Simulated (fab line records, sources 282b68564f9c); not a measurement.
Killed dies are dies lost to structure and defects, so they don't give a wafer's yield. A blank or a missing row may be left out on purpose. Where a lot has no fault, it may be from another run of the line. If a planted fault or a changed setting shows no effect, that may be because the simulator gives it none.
Commonality check across tools | flow rit-cmos | 14 lots and 42 wafers in the sample

WHAT PROMPTED THE OPENING
Of 14 lots, 2 have the reading ACTIVE_OXIDE_THK flagged at RIT_ACTIVE_THK_MEAS_02. Fault-free wafers read 43.9 nm, with a standard deviation of 0.92.
Rule: a lot is flagged in two cases, either no wafer of it has a number, or all its wafers with numbers fall more than 4 standard deviations from that mean. As for the other lots, they are considered sound.

lot  | measured    | on            | ACTIVE_OXIDE_THK (nm), wafer by wafer | flag
L816 | day 1 12:58 | film-metro-04 | 43.1 43.5 43.5                        |
L817 | day 1 17:20 | film-metro-04 | 46.1 45.7 46.1                        |
L818 | day 1 22:53 | film-metro-03 | 42.9 42.3 42.8                        |
L819 | day 2 04:49 | film-metro-03 | 42.5 44.5 43.9                        |
L821 | day 2 16:45 | film-metro-03 | 43.9 44.5 44.6                        |
L822 | day 2 21:06 | film-metro-03 | 43.2 44.5 43.9                        |
L823 | day 2 23:07 | film-metro-04 | 44.3 45.4 44.8                        |
L824 | day 3 04:03 | film-metro-02 | 58.4 58.6 57.7                        | FLAGGED
L825 | day 3 10:36 | film-metro-03 | 43.1 44.1 43.0                        |
L826 | day 3 14:20 | film-metro-04 | 57.7 58.3 57.8                        | FLAGGED
L828 | day 4 00:03 | film-metro-03 | 43.4 42.7 43.4                        |
L834 | day 5 06:14 | film-metro-03 | 44.2 42.9 43.6                        |
L835 | day 5 13:37 | film-metro-02 | 42.4 42.8 42.1                        |
L838 | day 6 03:01 | film-metro-03 | 44.7 44.1 45.3                        |
Average over the flagged lots: 58.1 nm; offset from the usual +14.2 nm, equal to +15 standard deviations.

WHICH TOOL EACH LOT WENT THROUGH
The record keeps 1 process step preceding the reading, out of 202 steps on the route. Cell contents, in order: the tool; ch with the chambers the sampled wafers went through; the start.
lot  | flag    | RIT_ACTIVE_OXIDATION_01
L816 |         | furnace-04 ch 0, day 1 11:02
L817 |         | furnace-01 ch 0, day 1 15:24
L818 |         | furnace-04 ch 0, day 1 20:56
L819 |         | furnace-03 ch 0, day 2 02:53
L821 |         | furnace-01 ch 0, day 2 14:49
L822 |         | furnace-01 ch 0, day 2 19:08
L823 |         | furnace-04 ch 0, day 2 21:10
L824 | FLAGGED | furnace-01 ch 0, day 3 02:07
L825 |         | furnace-03 ch 0, day 3 08:40
L826 | FLAGGED | furnace-01 ch 0, day 3 12:23
L828 |         | furnace-03 ch 0, day 3 22:07
L834 |         | furnace-04 ch 0, day 5 04:17
L835 |         | furnace-03 ch 0, day 5 11:41
L838 |         | furnace-03 ch 0, day 6 01:05
What the steps here do:
- RIT_ACTIVE_OXIDATION_01: target thk 46.8 nm, ox time 3360 s.
- RIT_ACTIVE_THK_MEAS_02

FLAGGED AGAINST TOTAL, ONE TOOL AT A TIME (gauges that did the reading follow at the end)
step                    | tool          | lots run | flagged | share of the flagged lots | sound lots run after its first flagged lot
RIT_ACTIVE_OXIDATION_01 | furnace-01    | 5        | 2       | all                       | 0
RIT_ACTIVE_OXIDATION_01 | furnace-03    | 5        | 0       | none                      | -
RIT_ACTIVE_OXIDATION_01 | furnace-04    | 4        | 0       | none                      | -
RIT_ACTIVE_THK_MEAS_02  | film-metro-02 | 2        | 1       | some                      | 1 (L835)
RIT_ACTIVE_THK_MEAS_02  | film-metro-03 | 8        | 0       | none                      | -
RIT_ACTIVE_THK_MEAS_02  | film-metro-04 | 4        | 1       | some                      | 0

WHAT THE TABLE PERMITS
Rows of the table that ran each flagged lot: 1, that is furnace-01 at RIT_ACTIVE_OXIDATION_01.
- furnace-01 at RIT_ACTIVE_OXIDATION_01 ran 5 lots, 2 of them flagged. A fault beginning between L822 (day 2 19:08), its last sound lot, and L824 (day 3 02:07), its first flagged one, fits the data.
One tool is left: furnace-01 at RIT_ACTIVE_OXIDATION_01.

WHAT THE SIMULATOR HAD PUT IN
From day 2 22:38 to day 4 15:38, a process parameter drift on furnace-01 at RIT_ACTIVE_OXIDATION_01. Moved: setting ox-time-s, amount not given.
Lots struck among those shown: L824, L826. The rule given above showed the same thing.
